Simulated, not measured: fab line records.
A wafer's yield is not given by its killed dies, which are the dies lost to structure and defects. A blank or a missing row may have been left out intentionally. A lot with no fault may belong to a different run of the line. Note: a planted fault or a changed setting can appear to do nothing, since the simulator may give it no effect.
Struck lot and sound lot, side by side	flow rit_cmos	17 steps out of a route of 202
Sound: wafers L176.3, L176.4, L176.6. Struck: wafers L180.3, L180.4, L180.6. The cause is named last.
Per side, at each step with rows, come the tool, then ch with its chambers, and then its first start. Under that, the readings that differ: sound wafers	struck wafers	difference of the means	sigmas: that difference in standard deviations of wafers without a fault.
alike: same words and numbers on both sides, and readings whose means sit less than 2 such deviations apart. not compared: any withheld reading, any reading some wafer has no value for, any bound like >300 that may hide the same value, and any number with overlapping values for which the record gives no deviation.
A row with sigmas, a row that says differs or no value, or rows on one side alone: a step with any of these is where the two part. When numbers do not overlap yet have no deviation, they are printed without sigmas and do not part them. A reading that every wafer of one side lacks parts them only if that side has two wafers or more.

RIT_PWELL_TW_MEAS_10:
  sound on film_metro-04 at day 3 14:28; struck on film_metro-04 at day 4 11:59
  alike: PWELL_TW
then, 1 step without rows for these wafers: RIT_WELLDRIVE_ANNEAL_00 (time 14700 s).
RIT_WELLDRIVE_RS_MEAS_01: the measuring method here is four-point-probe.
  sound on film_metro-03 at day 3 19:37; struck on film_metro-01 at day 4 17:41
reading	sound	struck	difference	sigmas
NWELL_RS (ohm/sq)	274.4 273.7 275.4	276.3 275.4 277.0	+1.7	+2
RIT_WELLDRIVE_RS_MEAS_02: the measuring method here is four-point-probe.
  sound on film_metro-03 at day 3 19:44; struck on film_metro-01 at day 4 17:48
reading	sound	struck	difference	sigmas
PWELL_RS (ohm/sq)	431.4 429.6 429.5	432.6 433.6 432.6	+2.8	+3
then, 6 steps without rows for these wafers: RIT_NRETRO_HMDS_00 (prime time 60 s); RIT_NRETRO_COAT_01 (resist thk 1288 nm); RIT_NRETRO_SOFTBAKE_02 (time 60 s); RIT_NRETRO_EXPOSE_03 (exposes mask M4, target cd 43900 nm); RIT_NRETRO_PEB_04; RIT_NRETRO_DEVELOP_05 (develop time 68 s).
RIT_NRETRO_OVL_MEAS_06:
  sound on overlay-01 at day 3 20:50; struck on overlay-01 at day 4 18:54
  alike: NRETRO_OVL
then, 1 step without rows for these wafers: RIT_NRETRO_HARDBAKE_07 (time 120 s).
RIT_NRETRO_IMPLANT_08:
  sound on implanter-03 ch 0, day 3 21:10; struck on implanter-04 ch 0, day 4 19:13
reading	sound	struck	difference	sigmas
beam_energy_keV	69.998 69.974 69.992	85.394 85.389 85.391	+15.403	+99 or more
model.implant.rp_nm (nm)	86.75 86.75 86.75	106.2 106.2 106.2	+19.5	
model.implant.drp_nm (nm)	33.94 33.94 33.94	39.99 39.99 39.99	+6.05	
  alike: end_station_pressure_torr
RIT_NRETRO_STRIP_09: strips in O2, time 180 s.
  sound on plasma_asher-01 ch 0,1, day 3 21:19; struck on plasma_asher-01 ch 0,1, day 4 19:23
  alike: drypump_motor_current_A, o2_flow_sccm, rf_refl_power_W
  not compared: rf_hours_counter_h
RIT_NRETRO_TW_MEAS_10:
  sound on film_metro-02 at day 3 21:28; struck on film_metro-03 at day 4 19:31
reading	sound	struck	difference	sigmas
NRETRO_TW	1049 1057 1049	1099 1099 1104	+49	+7
then, 1 step without rows for these wafers: RIT_PRETRO_HMDS_00 (prime time 60 s).
RIT_M1_PROBE_99:
  sound on prober-02 at day 5 01:02; struck on prober-01 at day 6 00:46
reading	sound	struck	difference	sigmas
model.etest.pmos_0p3.drive_ua_um	104.6 104.8 104.6	109.5 107.4 107.4	+3.4	
model.etest.pmos_narrow.off_log10_a_um	-12.7 -12.68 -12.75	-12.54 -12.35 -12.51	+0.24	
model.etest.pmos_0p3.off_log10_a_um	-12.82 -12.71 -12.62	-12.48 -12.6 -12.54	+0.18	
model.etest.diode_pplus_nwell.bv_v (V)	6.715 6.583 6.735	6.503 6.537 6.58	-0.138	
model.etest.cap_p_gate.c_min_ff_um2	2.303 2.322 2.32	2.253 2.254 2.254	-0.061	
model.etest.diode_pplus_nwell.cj_ff_um2	1.677 1.708 1.667	1.733 1.722 1.715	+0.039	
model.etest.diode_pplus_comb.cj_ff_um2	1.987 2.002 1.981	2.026 2.032 2.021	+0.036	
model.etest.pmos_0p15.vt_long_v (V)	-0.5715 -0.5704 -0.5699	-0.5341 -0.538 -0.5425	+0.0324	
  alike: killed_at_contacts, killed_at_front_end, killed_dies, killed_open, killed_short

## WHERE THEY PART
At RIT_WELLDRIVE_RS_MEAS_01 first; at RIT_NRETRO_TW_MEAS_10 last (within this record only). Later steps at which nothing parts them and some readings are alike: RIT_M1_PROBE_99.

WHY: what the simulator had put in
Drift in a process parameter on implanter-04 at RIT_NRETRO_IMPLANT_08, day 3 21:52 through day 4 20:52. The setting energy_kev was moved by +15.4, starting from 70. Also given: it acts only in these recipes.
